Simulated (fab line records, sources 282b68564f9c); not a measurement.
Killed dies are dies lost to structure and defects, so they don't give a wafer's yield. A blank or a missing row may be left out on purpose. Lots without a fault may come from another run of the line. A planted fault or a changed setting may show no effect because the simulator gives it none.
fab line records | flow rit_cmos
record lots=6 wafers=18 last_day=6
route steps=202 shown ACTIVE@1 M1@202
lots that met no fault: from a run of the same line without faults
start_h: hours from the record's first day to the start of the lot's first wafer shown | wait_h: hours since the lot's step before | " the same as in the row above | L1.1+2: a row that stands for several wafers | - no value, or no start given | * or withheld: withheld | < > ~ a bound
route shown NAME@n: a module of which the file shows steps, and the number in the route of the first | usual: mean/standard deviation of fault-free wafers | same: alike in all rows | chamber/n: place in a boat | sites: the reading at each site | _std_site: their standard deviation | _edge_site: outer sites' mean less inner sites' | radius_mm: how far each site lies from the wafer's centre | mask NAME#n: copy n | behind: the tool/chamber that last shaped the wafer | hold: why the lot was held/for how many hours/how that ended | device: the transistor (n, p or np) that didn't switch | end of line: the same wafers' tests at the end of the route | a step without rows: its recipe alone | killed: dies lost to structure and defects at the first sort, not the wafer's yield | map: a wafer's dies, x killed, . not, _ none there
set.NAME: the setting as run; set.NAME@STEP: as run at that earlier step | model.NAME: the simulator's own value behind a step, which no gauge read
lots at some steps of the route; a table a step, a row a wafer
services: from which hour (start_h, from the record's first day; less than 0 if before it) a tool's chamber was out of use, for how many hours, and why
## steps
# step RIT_ACTIVE_BOW_MEAS_00
# recipe mode=bow
# usual INCOMING_BOW=-1/6.6
# columns lot.wafer tool chamber start_h wait_h INCOMING_BOW[um]
L104.1 film_metro-02 - 25.00 - 1
L104.4 " - " " 4
L104.6 " - " " -9
L105.3 film_metro-03 - 30.04 - -14
L105.4 " - " " -7
L105.6 " - " " -1
L106.2 film_metro-02 - 35.02 - -6
L106.3 " - " " -8
L106.4 " - " " 14
L108.1 film_metro-03 - 45.00 - -6
L108.2 " - " " -4
L108.3 " - " " -2
L117.1 film_metro-03 - 90.00 - 1
L117.2 " - " " -5
L117.4 " - " " 0
L118.3 film_metro-04 - 95.04 - -3
L118.5 " - " " -1
L118.6 " - " " 0
# step RIT_ACTIVE_OXIDATION_01
# recipe temp_c=1000 ambient=O2 target_thk_a=468 ox_time_s=3360
# step RIT_ACTIVE_THK_MEAS_02
# recipe reads=SiO2_of_ACTIVE_OXIDATION_01
# usual ACTIVE_OXIDE_THK=46.6/0.81
# columns lot.wafer tool chamber start_h wait_h ACTIVE_OXIDE_THK[nm]
L104.1 film_metro-02 - 27.05 0.0 47.5
L104.4 " - " " 47.6
L104.6 " - " " 47.6
L105.3 film_metro-03 - 32.46 0.0 47.0
L105.4 " - " " 46.9
L105.6 " - " " 47.1
L106.2 film_metro-04 - 37.06 0.0 46.7
L106.3 " - " " 45.7
L106.4 " - " " 46.9
L108.1 film_metro-03 - 47.05 0.0 46.4
L108.2 " - " " 46.0
L108.3 " - " " 47.5
L117.1 film_metro-03 - 92.05 0.0 46.5
L117.2 " - " " 46.9
L117.4 " - " " 46.8
L118.3 film_metro-03 - 97.07 0.0 45.7
L118.5 " - " " 45.3
L118.6 " - " " 46.9
# step RIT_ACTIVE_CVD_03
# recipe material=Si3N4 target_thk_nm=150 temp_c=810 precursor=SiH2Cl2/NH3 time_s=1500 pressure_mtorr=300 sih2cl2_flow_sccm=60 nh3_flow_sccm=150
# usual nh3_flow_sccm=150.0/0.52 pressure_mtorr=300.0/0.69
# columns lot.wafer tool chamber start_h wait_h nh3_flow_sccm pressure_mtorr
L104.1 lpcvd-01 1 27.11 0.1 149.9 298.7
L104.4 " 1 " " 150.4 299.7
L104.6 " 1 " " 150.5 299.2
L105.3 lpcvd-01 1 32.50 0.0 - -
L105.4 " 1 " " - -
L105.6 " 1 " " - -
L106.2 lpcvd-02 0 37.11 0.0 - -
L106.3 " 0 " " - -
L106.4 " 0 " " - -
L108.1 lpcvd-02 0 47.11 0.1 150.4 301.6
L108.2 " 0 " " 150.3 300.9
L108.3 " 0 " " 150.6 300.8
L117.1 lpcvd-02 0 92.11 0.1 149.4 299.7
L117.2 " 0 " " 149.7 300.6
L117.4 " 0 " " 149.5 300.0
L118.3 lpcvd-01 0 97.11 0.0 149.1 300.8
L118.5 " 0 " " 149.3 299.4
L118.6 " 0 " " 149.6 300.6
# step RIT_ACTIVE_HMDS_05
# recipe prime_time_s=60 prime_temp_c=140
# step RIT_ACTIVE_COAT_06
# recipe resist=NOVOLAK spin_rpm=3250 resist_thk_nm=1000
# step RIT_ACTIVE_SOFTBAKE_07
# recipe resist=NOVOLAK temp_c=90 time_s=60
# step RIT_ACTIVE_EXPOSE_08
# recipe mask_id=M1 na=0.6 source_shape=conventional sigma_outer=0.6 target_cd_nm=1400 dose_mj=225
# step RIT_ACTIVE_PEB_09
# recipe resist=NOVOLAK temp_c=withheld time_s=withheld
# step RIT_ACTIVE_DEVELOP_10
# recipe resist=NOVOLAK develop_time_s=50 dev_temp_c=23
# step RIT_ACTIVE_CD_MEAS_11
# recipe target_cd_nm=1400
# usual cd_nm=1400.5/2.3
# columns lot.wafer tool chamber start_h wait_h cd_nm
L104.1 cd_sem-02 - 29.44 - 1400.1
L104.4 " - " " 1398.6
L104.6 " - " " 1398.8
L105.3 cd_sem-02 - 35.00 - 1401.4
L105.4 " - " " 1403.5
L105.6 " - " " 1399.4
L106.2 cd_sem-02 - 40.17 - 1400.0
L106.3 " - " " 1397.9
L106.4 " - " " 1398.7
L108.1 cd_sem-01 - 49.55 - 1403.5
L108.2 " - " " 1400.5
L108.3 " - " " 1400.6
L117.1 cd_sem-02 - 94.44 - 1402.7
L117.2 " - " " 1403.2
L117.4 " - " " 1402.5
L118.3 cd_sem-02 - 99.60 - 1402.2
L118.5 " - " " 1402.4
L118.6 " - " " 1400.7
# step RIT_ACTIVE_HARDBAKE_12
# recipe resist=NOVOLAK temp_c=140 time_s=60
# step RIT_ACTIVE_ETCH_13
# recipe stop_on=SiO2 chemistry=SF6 target=Si3N4 time_s=210 over_etch_frac=0.4 SF6_flow_sccm=200 pressure_mtorr=260 rf_w=125 target_depth_a=2100
# usual drypump_motor_current_A=5.9/0.36 oes_product_au=0.823/0.015 throttle_valve_pct=7.44/0.094
# columns lot.wafer tool chamber start_h wait_h drypump_motor_current_A oes_product_au rf_hours_counter_h throttle_valve_pct model.etch.depth_nm
L104.1 rie_diel-02 3 29.71 0.1 5.5 0.830 96 7.59 149.9
L104.4 " 2 " " 5.5 0.806 147 7.46 150
L104.6 " 0 " " 6.4 0.819 - 7.43 150.1
L105.3 rie_diel-02 0 35.23 0.1 6.4 0.816 137 7.44 150
L105.4 " 2 " " 5.4 0.796 147 7.46 150
L105.6 " 1 " " 5.8 0.820 - 7.22 150
L106.2 rie_diel-04 1 40.42 0.1 6.1 0.814 115 7.55 150
L106.3 " 0 " " 5.9 0.833 121 7.48 150
L106.4 " 3 " " 5.8 0.851 59 7.45 150
L108.1 rie_diel-02 0 49.82 0.1 6.4 0.825 138 7.44 152.3
L108.2 " 1 " " 5.8 0.827 53 7.23 151.9
L108.3 " 3 " " 5.4 0.833 96 7.59 152.9
L117.1 rie_diel-03 2 94.74 0.1 6.7 0.813 51 7.46 151.7
L117.2 " 1 " " 5.4 0.840 159 7.32 149.5
L117.4 " 0 " " 5.7 0.829 140 7.47 150
L118.3 rie_diel-03 2 100.10 0.1 6.7 0.809 51 7.49 150.3
L118.5 " 2 " " 6.7 0.805 - 7.47 151
L118.6 " 3 " " 5.7 0.809 - 7.36 150.1
# step RIT_ACTIVE_STRIP_14
# recipe chemistry=O2 time_s=180 resist=NOVOLAK platen_temp_c=withheld power_w=500 pressure_mtorr=4000 o2_flow_sccm=4000
# usual drypump_motor_current_A=5.6/0.39
# columns lot.wafer tool chamber start_h wait_h drypump_motor_current_A rf_hours_counter_h
L104.1 plasma_asher-03 0 29.84 0.1 6.3 25
L104.4 " 0 " " 6.3 -
L104.6 " 0 " " 6.3 -
L105.3 plasma_asher-02 0 35.42 0.1 5.2 -
L105.4 " 1 " " 5.5 -
L105.6 " 1 " " 5.5 -
L106.2 plasma_asher-02 0 40.55 0.1 5.2 40
L106.3 " 1 " " 5.5 -
L106.4 " 0 " " 5.2 -
L108.1 plasma_asher-02 0 49.95 0.1 5.2 41
L108.2 " 1 " " 5.5 41
L108.3 " 0 " " 5.2 -
L117.1 plasma_asher-01 0 94.87 0.1 6.1 40
L117.2 " 1 " " 5.4 40
L117.4 " 0 " " 6.1 -
L118.3 plasma_asher-02 1 100.29 0.1 5.5 -
L118.5 " 0 " " 5.2 -
L118.6 " 1 " " 5.5 -
# step RIT_ACTIVE_CD_MEAS_90
# recipe target_cd_nm=1400
# usual cd_nm=1400.5/2.4
# columns lot.wafer tool chamber start_h wait_h cd_nm
L104.1 cd_sem-01 - 30.02 0.1 1399.8
L104.4 " - " " 1398.1
L104.6 " - " " 1397.9
L105.3 cd_sem-02 - 35.57 0.1 -
L105.4 " - " " -
L105.6 " - " " -
L106.2 cd_sem-01 - 40.75 0.1 -
L106.3 " - " " -
L106.4 " - " " -
L108.1 cd_sem-01 - 50.12 0.1 1403.5
L108.2 " - " " 1400.8
L108.3 " - " " 1400.5
L117.1 cd_sem-02 - 95.04 0.1 1402.4
L117.2 " - " " 1402.9
L117.4 " - " " 1402.6
L118.3 cd_sem-01 - 100.45 0.1 1402.3
L118.5 " - " " 1402.5
L118.6 " - " " 1401.0
# step RIT_ACTIVE_CLEAN_15
# recipe chemistry=SC1 mix=3:3:50 time_s=600 temp_c=75
# step RIT_M1_PROBE_99
# usual killed_at_M0_to_M3=0.0/0.12 killed_at_contacts=0.1/0.23 killed_at_front_end=7/3.1 killed_dies=7/3.1 killed_on_rim=1.9/1.3 killed_open=3.4/2.1 killed_short=3.5/2
# same gross_dies=264 killed_at_M4_up=0 killed_at_back_side=0 killed_at_other=0
# columns lot.wafer tool chamber start_h wait_h killed_at_M0_to_M3 killed_at_contacts killed_at_front_end killed_dies killed_on_rim killed_open killed_short
L104.1 prober-01 - 75.10 0.1 0 0 7 7 3 5 2
L104.4 prober-01 - 75.25 0.2 0 0 5 5 3 3 2
L104.6 prober-01 - 75.35 0.2 0 0 6 6 3 2 4
L105.3 prober-02 - 79.06 0.2 0 0 264 264 70 0 0
L105.4 prober-02 - 79.11 0.2 0 0 264 264 70 1 0
L105.6 prober-02 - 79.21 0.2 0 0 264 264 70 0 0
L106.2 prober-01 - 82.86 0.1 0 1 263 264 70 1 0
L106.3 prober-01 - 82.91 0.2 1 0 263 264 70 0 0
L106.4 prober-01 - 82.96 0.2 0 0 264 264 70 0 3
L108.1 prober-01 - 93.33 0.1 0 0 3 3 0 2 1
L108.2 prober-01 - 93.38 0.1 0 0 3 3 0 1 2
L108.3 prober-01 - 93.43 0.2 0 0 9 9 4 3 6
L117.1 prober-01 - 136.42 0.1 0 0 10 10 0 6 4
L117.2 prober-01 - 136.47 0.1 0 0 3 3 0 1 2
L117.4 prober-01 - 136.57 0.2 0 0 8 8 3 2 6
L118.3 prober-02 - 142.41 0.2 0 0 12 12 3 10 2
L118.5 prober-02 - 142.51 0.2 0 0 11 11 4 5 6
L118.6 prober-02 - 142.56 0.2 0 0 7 7 1 1 6
# killed by level:class
L104.1 GATE:geometric_particle:open=2 FOX2:geometric_particle:open=1 GATE:geometric_particle:short=1 REOX:geometric_particle:open=1 SPACER:geometric_particle:short=1 SPACER:geometric_particle:open=1
L104.4 GATE:geometric_particle:open=2 SILICIDE:geometric_particle:short=2 REOX:geometric_particle:open=1
L104.6 FOX1:geometric_particle:short=3 GATE:geometric_particle:open=1 REOX:geometric_particle:short=1 SPACER:geometric_particle:open=1
L105.3 ACTIVE:lost_pattern=264
L105.4 ACTIVE:lost_pattern=263 GATE:geometric_particle:open=1
L105.6 ACTIVE:lost_pattern=263 GATE:area_expose=1
L106.2 ACTIVE:lost_pattern=263 CONTACT:geometric_particle:open=1
L106.3 ACTIVE:lost_pattern=262 M1:area_expose=1 NRETRO:area_expose=1
L106.4 ACTIVE:lost_pattern=259 FOX2:geometric_particle:short=1 GATE:geometric_particle:short=1 SILICIDE:geometric_particle:short=1 GATE:area_expose=1 ACTIVE:area_cvd=1
L108.1 GATE:geometric_particle:open=2 SPACER:geometric_particle:short=1
L108.2 FOX1:geometric_particle:short=1 GATE:geometric_particle:short=1 GATE:geometric_particle:open=1
L108.3 GATE:geometric_particle:short=3 GATE:geometric_particle:open=2 REOX:geometric_particle:short=2 FOX1:geometric_particle:short=1 REOX:geometric_particle:open=1
L117.1 GATE:geometric_particle:short=3 GATE:geometric_particle:open=3 FOX1:geometric_particle:open=2 REOX:geometric_particle:short=1 SILICIDE:geometric_particle:open=1
L117.2 FOX1:geometric_particle:open=1 FOX1:geometric_particle:short=1 SILICIDE:geometric_particle:short=1
L117.4 GATE:geometric_particle:short=2 SPACER:geometric_particle:short=2 FOX2:geometric_particle:open=1 FOX2:geometric_particle:short=1 GATE:geometric_particle:open=1 SILICIDE:geometric_particle:short=1
L118.3 GATE:geometric_particle:open=4 FOX1:geometric_particle:open=3 SPACER:geometric_particle:open=2 GATE:geometric_particle:short=2 REOX:geometric_particle:open=1
L118.5 GATE:geometric_particle:short=4 SPACER:geometric_particle:open=3 GATE:geometric_particle:open=2 FOX2:geometric_particle:short=1 SPACER:geometric_particle:short=1
L118.6 SPACER:geometric_particle:short=2 FOX1:geometric_particle:short=1 FOX2:geometric_particle:short=1 GATE:geometric_particle:short=1 REOX:geometric_particle:open=1 REOX:geometric_particle:short=1
# map L105.3 (x killed, . not)
________xxxxxxx_______
_____xxxxxxxxxxxxx____
____xxxxxxxxxxxxxxx___
___xxxxxxxxxxxxxxxxx__
__xxxxxxxxxxxxxxxxxxx_
__xxxxxxxxxxxxxxxxxxx_
_xxxxxxxxxxxxxxxxxxxxx
_xxxxxxxxxxxxxxxxxxxxx
_xxxxxxxxxxxxxxxxxxxxx
_xxxxxxxxxxxxxxxxxxxxx
__xxxxxxxxxxxxxxxxxxx_
__xxxxxxxxxxxxxxxxxxx_
___xxxxxxxxxxxxxxxxx__
____xxxxxxxxxxxxxxx___
_____xxxxxxxxxxxxx____
________xxxxxxx_______
# map L106.2 (x killed, . not)
________xxxxxxx_______
_____xxxxxxxxxxxxx____
____xxxxxxxxxxxxxxx___
___xxxxxxxxxxxxxxxxx__
__xxxxxxxxxxxxxxxxxxx_
__xxxxxxxxxxxxxxxxxxx_
_xxxxxxxxxxxxxxxxxxxxx
_xxxxxxxxxxxxxxxxxxxxx
_xxxxxxxxxxxxxxxxxxxxx
_xxxxxxxxxxxxxxxxxxxxx
__xxxxxxxxxxxxxxxxxxx_
__xxxxxxxxxxxxxxxxxxx_
___xxxxxxxxxxxxxxxxx__
____xxxxxxxxxxxxxxx___
_____xxxxxxxxxxxxx____
________xxxxxxx_______
## services
# columns tool chamber start_h hours kind
plasma_asher-01 - 6.28 39.1 repair
rie_diel-02 3 7.21 1.9 repair
plasma_asher-01 - 26.78 5.5 repair
rie_diel-04 - 28.55 2.8 pm
plasma_asher-01 - 46.76 12.8 repair
rie_diel-02 2 48.25 9.4 repair
rie_diel-02 - 62.39 2.6 repair
plasma_asher-02 - 69.46 7.5 repair
rie_diel-04 2 81.07 4.4 repair
plasma_asher-03 - 93.85 2.8 pm
rie_diel-03 1 99.89 - clean
rie_diel-03 1 99.89 15.5 scheduled_down
rie_diel-03 1 99.89 15.5 vent_cycle
## key
first_sign step=RIT_ACTIVE_CVD_03 reading=tool_record direction=missing
effect step=RIT_ACTIVE_CD_MEAS_90 reading=cd_nm direction=missing
effect step=RIT_M1_PROBE_99 reading=killed_dies direction=up sigmas=82 usual=7 struck=264
model_effect step=RIT_ACTIVE_ETCH_13 value=etch.depth_nm without=151.6 struck=150
met_at RIT_ACTIVE_CVD_03
struck_wafers L105.3,L105.4,L105.6,L106.2,L106.3,L106.4
later_rows_left_out L105.3,L105.4,L105.6,L106.2,L106.3,L106.4
tester_left_out L105,L106
onset_between 27.11 32.50
fault kind=skipped_step_whole tool=lpcvd-01,lpcvd-02 chamber=- onset_h=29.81 steps=RIT_ACTIVE_CVD_03 scope=struck_lots_only
# tester_left_out: of these lots the tester's yield and bins aren't shown, on N5 and GAA mostly nor the transistor test; their killed dies are dies lost to structure and defects alone, not to doping, threshold or leakage, so they don't give the yield
# later_rows_left_out: the simulator's readings of these wafers behind a module that went badly wrong aren't trusted and aren't shown, but for the sort
